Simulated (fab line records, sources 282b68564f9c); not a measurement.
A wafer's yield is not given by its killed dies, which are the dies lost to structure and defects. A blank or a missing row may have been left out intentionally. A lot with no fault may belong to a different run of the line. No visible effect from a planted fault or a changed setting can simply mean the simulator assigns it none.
Lot-split experiment	flow rit cmos	route with 202 steps; 5 lots, 23 wafers read

== ABOUT THE SPLIT ==
At RIT_NRETRO_COAT_01 (resist thk 1300 nm), the setting spin rpm was moved away from the recipe's 2000 rpm on 7 of the 23 wafers read, by -5.4% to -2.3%. For the rest of the wafers, this setting stayed at what the recipe calls for.

== FROM THE SPLIT TO THE READING: what the file shows between them, 3 steps ==
- RIT_NRETRO_SOFTBAKE_02: time 60 s
- RIT_NRETRO_EXPOSE_03: exposes mask M4, target cd 43900 nm
- RIT_NRETRO_DEVELOP_05: develop time 68 s

== THE READING ==
NOVOLAK_of_NRETRO_COAT_01.thk nm (the simulator's own value, which no gauge read), in nm, at RIT_NRETRO_HARDBAKE_07 (time 120 s). The file does not state a usual value for it. Here, 16 wafers ran the recipe; their average is 1137 nm with a standard deviation of 2.5 nm.

wafer	tool, chamber at the split	spin rpm as run, rpm	against the recipe	NOVOLAK_of_NRETRO_COAT_01.thk nm, nm	against lot-mates on the recipe
L074.1	litho track-04, 0	2000	recipe	1136	-
L074.2	litho track-04, 0	2000	recipe	1134	-
L074.3	litho track-04, 0	2000	recipe	1138	-
L074.4	litho track-04, 0	1954	-2.3%	1148	+12
L074.5	litho track-04, 0	1954	-2.3%	1149	+13
L079.1	litho track-01, 0	1945	-2.7%	1155	+16
L079.2	litho track-01, 0	1945	-2.7%	1155	+16
L079.3	litho track-01, 0	2000	recipe	1139	-
L079.4	litho track-01, 0	1945	-2.7%	1153	+14
L079.5	litho track-01, 0	2000	recipe	1140	-
L081.1	litho track-02, 0	2000	recipe	1140	-
L081.5	litho track-02, 0	2000	recipe	1139	-
L081.6	litho track-02, 0	2000	recipe	1139	-
L082.1	litho track-02, 0	2000	recipe	1133	-
L082.2	litho track-02, 0	2000	recipe	1134	-
L082.3	litho track-02, 0	2000	recipe	1132	-
L082.4	litho track-02, 0	2000	recipe	1137	-
L082.6	litho track-02, 0	2000	recipe	1138	-
L085.1	litho track-02, 0	1892	-5.4%	1168	+32
L085.2	litho track-02, 0	2000	recipe	1134	-
L085.3	litho track-02, 0	1892	-5.4%	1167	+31
L085.5	litho track-02, 0	2000	recipe	1137	-
L085.6	litho track-02, 0	2000	recipe	1137	-

THE FIT
A straight line over all 23 wafers: NOVOLAK_of_NRETRO_COAT_01.thk nm changes by -5.81 nm for each +1% of spin rpm; r = -0.98; the points scatter about the line by 2.4 nm.
The same after taking each lot's own level away (the mean of its wafers on the recipe; 23 wafers): -5.71 nm for each +1%; r = -0.99; scatter 1.5 nm.
That fit puts the effect of the largest move of spin rpm on the reading at 31 nm.
Across the lots, their own levels run from 1134.8 to 1139.5 nm, a range of 1.9 times the standard deviation given above.
Consequently the slope shifts little with the lot-to-lot level, the two slopes agreeing.
Check: with one of the wafers moved furthest among these (-5.4%) left out of the fit, the line predicts +30.1 nm for it against its lot-mates. Against them it came out at +32 nm.

== THESE WAFERS: OTHER SPLITS ==
Other splits were also applied to these wafers ahead of the reading. Each is held against what the fit with the lots' levels taken away leaves over:
other split on the same wafers	wafers away from the commonest value	r with NOVOLAK_of_NRETRO_COAT_01.thk nm (lot level and that fit taken away)
RIT_ACTIVE_CVD_03 time s	18	-0.05
RIT_ACTIVE_ETCH_13 rf w	8	+0.39
RIT_FOX2_CLEAN_02 time s	10	-0.10
RIT_NWELL_IMPLANT_08 energy kev	8	-0.08

== THE WHOLE CHAIN: every reading that the file lists as answering this split, in the file's order ==
step	what it does	reading	change (the file's fit)	r (the file's)
RIT_NRETRO_COAT_01	resist thk 1300 nm	NOVOLAK_of_NRETRO_COAT_01.thk nm (the simulator's own value, which no gauge read)	-6.59 nm for each +1% of the setting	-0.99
RIT_NRETRO_HARDBAKE_07	time 120 s	NOVOLAK_of_NRETRO_COAT_01.thk nm (the simulator's own value, which no gauge read)	-5.67 nm for each +1% of the setting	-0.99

== FILE'S OWN FIT ==
NOVOLAK_of_NRETRO_COAT_01.thk nm changes by -5.67 nm for each +1% of spin rpm, r = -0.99.
